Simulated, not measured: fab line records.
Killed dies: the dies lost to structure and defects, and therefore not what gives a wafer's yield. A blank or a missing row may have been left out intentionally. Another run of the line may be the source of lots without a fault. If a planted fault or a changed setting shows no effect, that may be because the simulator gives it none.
Split-lot experiment	flow rit cmos	route with 202 steps; 5 lots, 23 wafers read

## ON THE SPLIT
At RIT_NWELL_COAT_01 (resist thk 1300 nm), the setting resist thk nm was moved away from the recipe's 1300 nm on 8 of the 23 wafers read, by -4.6% to +5.8%. This setting was run at the recipe's value on the other wafers.

## FROM THE SPLIT TO THE READING: what the file shows between them, 3 steps
- RIT_NWELL_SOFTBAKE_02: time 60 s
- RIT_NWELL_EXPOSE_03: exposes mask M2, target cd 43900 nm
- RIT_NWELL_DEVELOP_05: develop time 68 s

## THE READING
NOVOLAK_of_NWELL_COAT_01.thk nm (the simulator's own value, which no gauge read), in nm, at RIT_NWELL_HARDBAKE_07 (time 120 s). The file does not state a usual value for it. The 15 wafers here that ran the recipe average 1136 nm, standard deviation 2.8 nm.

wafer	tool, chamber at the split	resist thk nm as run, nm	against the recipe	NOVOLAK_of_NWELL_COAT_01.thk nm, nm	against lot-mates on the recipe
L076.2	litho track-01, 0	1300	recipe	1139	-
L076.3	litho track-01, 0	1240	-4.6%	1082	-54
L076.4	litho track-01, 0	1300	recipe	1133	-
L076.5	litho track-01, 0	1300	recipe	1135	-
L076.6	litho track-01, 0	1240	-4.6%	1083	-53
L077.2	litho track-02, 0	1300	recipe	1134	-
L077.4	litho track-02, 0	1300	recipe	1132	-
L077.6	litho track-02, 0	1300	recipe	1137	-
L080.1	litho track-04, 0	1371	+5.5%	1194	+60
L080.2	litho track-04, 0	1371	+5.5%	1192	+58
L080.3	litho track-04, 0	1300	recipe	1134	-
L080.4	litho track-04, 0	1371	+5.5%	1195	+62
L080.5	litho track-04, 0	1300	recipe	1133	-
L081.1	litho track-02, 0	1300	recipe	1137	-
L081.6	litho track-02, 0	1300	recipe	1137	-
L081.3	litho track-02, 0	1300	recipe	1139	-
L081.4	litho track-02, 0	1300	recipe	1139	-
L081.5	litho track-02, 0	1300	recipe	1136	-
L083.1	litho track-01, 0	1300	recipe	1139	-
L083.2	litho track-01, 0	1376	+5.8%	1204	+64
L083.3	litho track-01, 0	1376	+5.8%	1205	+64
L083.5	litho track-01, 0	1300	recipe	1142	-
L083.6	litho track-01, 0	1376	+5.8%	1206	+66

THE FIT
A straight line over all 23 wafers: NOVOLAK_of_NWELL_COAT_01.thk nm changes by +11.3 nm for each +1% of resist thk nm; r = +1.00; the points scatter about the line by 3.1 nm.
The same after taking each lot's own level away (the mean of its wafers on the recipe; 23 wafers): +11.1 nm for each +1%; r = +1.00; scatter 1.6 nm.
The reading moves by 65 nm for the largest change in resist thk nm, on that fit.
Across the lots, their own levels run from 1133.5 to 1140.5 nm, a range of 2.5 times the standard deviation given above.
So the lot-to-lot level changes the slope little: the two slopes agree.
Check: with one of the wafers moved furthest among these (+5.8%) left out of the fit, the line predicts +65.1 nm for it against its lot-mates. Against them it came out at +63.5 nm.

## THE OTHER SPLITS THESE WAFERS WENT THROUGH
Note: prior to the reading, these wafers also went through further splits. Each is held against what the fit with the lots' levels taken away leaves over:
other split on the same wafers	wafers away from the commonest value	r with NOVOLAK_of_NWELL_COAT_01.thk nm (lot level and that fit taken away)
RIT_ACTIVE_CVD_03 sih2cl2 flow sccm	18	+0.00
RIT_ACTIVE_CLEAN_15 time s	15	+0.07

## THE WHOLE CHAIN: every reading that the file lists as answering this split, in the file's order
step	what it does	reading	change (the file's fit)	r (the file's)
RIT_NWELL_COAT_01	resist thk 1300 nm	NOVOLAK_of_NWELL_COAT_01.thk nm (the simulator's own value, which no gauge read)	+13 nm for each +1% of the setting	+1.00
RIT_NWELL_HARDBAKE_07	time 120 s	NOVOLAK_of_NWELL_COAT_01.thk nm (the simulator's own value, which no gauge read)	+11.2 nm for each +1% of the setting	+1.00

## THE FILE'S OWN FIT
NOVOLAK_of_NWELL_COAT_01.thk nm changes by +11.2 nm for each +1% of resist thk nm, r = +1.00.
